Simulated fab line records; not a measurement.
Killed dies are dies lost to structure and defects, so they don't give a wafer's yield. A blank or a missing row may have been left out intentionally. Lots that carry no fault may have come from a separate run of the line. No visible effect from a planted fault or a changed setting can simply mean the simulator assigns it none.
A lot that was struck, set against a sound lot -- flow rit cmos -- 17 steps out of a route of 202
Sound: the wafers L250.2, L250.5, L250.6. The struck wafers were L255.3, L255.5, L255.6. The cause is named last.
Order at every step that has rows: each side's tool, ch and its chambers, its first start. Under that, the readings that differ: sound wafers -- struck wafers -- difference of the means -- sigmas: that difference in standard deviations of wafers without a fault.
alike: words and numbers the same on both sides, and readings whose means are apart by under 2 such deviations; not compared: readings that were withheld, readings missing a value for some wafer, numbers with overlapping values and no deviation given by the record, and bounds like >300 which may hide the same value.
The two part at a step that has a row with sigmas, a row that says differs or no value, or rows on one side only. Non-overlapping numbers with no deviation appear without sigmas and do not part them. A reading missing from all wafers of one side parts the sides only when that side holds two or more wafers.

RIT_NWELL_TW_MEAS_10:
  sound: film metro-02 at day 2 17:07; struck: film metro-03 at day 3 18:44
reading,sound,struck,difference,sigmas
NWELL_TW,2159 2161 2172,2181 2191 2184,+21,+2
then, 6 steps without rows for these wafers: RIT_PWELL_HMDS_00 (prime time 60 s); RIT_PWELL_COAT_01 (resist thk 1300 nm); RIT_PWELL_SOFTBAKE_02 (time 60 s); RIT_PWELL_EXPOSE_03 (exposes mask M3, target cd 43700 nm); RIT_PWELL_PEB_04; RIT_PWELL_DEVELOP_05 (develop time 68 s).
RIT_PWELL_OVL_MEAS_06:
  sound: overlay-01 at day 2 18:02; struck: overlay-01 at day 3 19:40
reading,sound,struck,difference,sigmas
PWELL_OVL (nm),1.8 1.8 0.9,-2.4 -1.4 -0.5,-2.9,-3
then, 2 steps without rows for these wafers: RIT_PWELL_HARDBAKE_07 (time 120 s); RIT_PWELL_IMPLANT_08.
RIT_PWELL_STRIP_09: strips in O2, time 180 s.
  sound on plasma asher-02 ch 0,1, day 2 18:28; struck on plasma asher-03 ch 0,1, day 3 20:10
  alike: drypump motor current A
  not compared: rf hours counter h
RIT_PWELL_TW_MEAS_10:
  sound: film metro-04 at day 2 18:40; struck: film metro-02 at day 3 20:18
  alike: PWELL_TW
RIT_WELLDRIVE_ANNEAL_00: time 14700 s.
  sound on furnace-03 ch 0, day 2 18:43; struck on furnace-03 ch 0, day 3 20:20
reading,sound,struck,difference,sigmas
spike tc centre C (C),1102.2 1103.9 1102.8,1041.6 1039.5 1043.2,-61.5,-56
spike tc load C (C),1122 1122 1121,1061 1060 1061,-61,-16
spike tc source C (C),1125 1126 1125,1065 1066 1067,-59,-20
tube center temp C (C),1100 1100 1099.8,1040 1040 1040,-60,-99 or more
tube_center_temp_C_max,1102.4 1104.6 1103.2,1042.6 1042.6 1043.3,-60.6,-99 or more
RIT_WELLDRIVE_RS_MEAS_01: the measuring method here is four-point-probe.
  sound: film metro-04 at day 2 23:49; struck: film metro-02 at day 4 01:28
reading,sound,struck,difference,sigmas
NWELL_RS (ohm/sq),275.8 276.9 275.8,344.9 345.3 346.4,+69.4,+82
RIT_WELLDRIVE_RS_MEAS_02: the measuring method here is four-point-probe.
  sound: film metro-04 at day 2 23:56; struck: film metro-02 at day 4 01:35
reading,sound,struck,difference,sigmas
PWELL_RS (ohm/sq),431.7 430.9 431.3,493.8 492.8 494.4,+62.4,+48
then, 1 step without rows for these wafers: RIT_NRETRO_HMDS_00 (prime time 60 s).
RIT_M1_PROBE_99:
  sound: prober-01 at day 4 06:14; struck: prober-02 at day 5 08:43
reading,sound,struck,difference,sigmas
model.etest.pmos_0p3.r on ohm um,5951 6062 6154,6996 7088 6857,+925,
model.etest.pmos turned.r on ohm um,3119 3207 3293,3993 4074 3922,+790,
model.etest.pmos_0p15.r on ohm um,2565 2590 2655,3129 3133 2991,+481,
model.etest.nwell pinched.rs ohm sq,339.9 336.4 338.9,503 498 493,+160,
model.etest.pwell.rs ohm sq,419.5 418.8 415.1,485.2 491.6 491.1,+71.5,
model.etest.pwell pinched.rs ohm sq,459.5 465.6 456.7,524 526.5 526.6,+65,
model.etest.pmos turned.drive ua um,211 207.3 200.8,144.8 141.5 149.9,-61.0,
model.etest.pmos_0p15.drive ua um,279.2 274.6 270.1,208.8 208.8 217.3,-63.0,
  alike: killed at contacts, killed at front end, killed dies, killed open, killed short

== WHERE THEY PART ==
At RIT_NWELL_TW_MEAS_10 first; at RIT_WELLDRIVE_RS_MEAS_02 last (within this record only). Later steps at which nothing parts them and some readings are alike: RIT_M1_PROBE_99.

WHY: the cause the simulator had injected
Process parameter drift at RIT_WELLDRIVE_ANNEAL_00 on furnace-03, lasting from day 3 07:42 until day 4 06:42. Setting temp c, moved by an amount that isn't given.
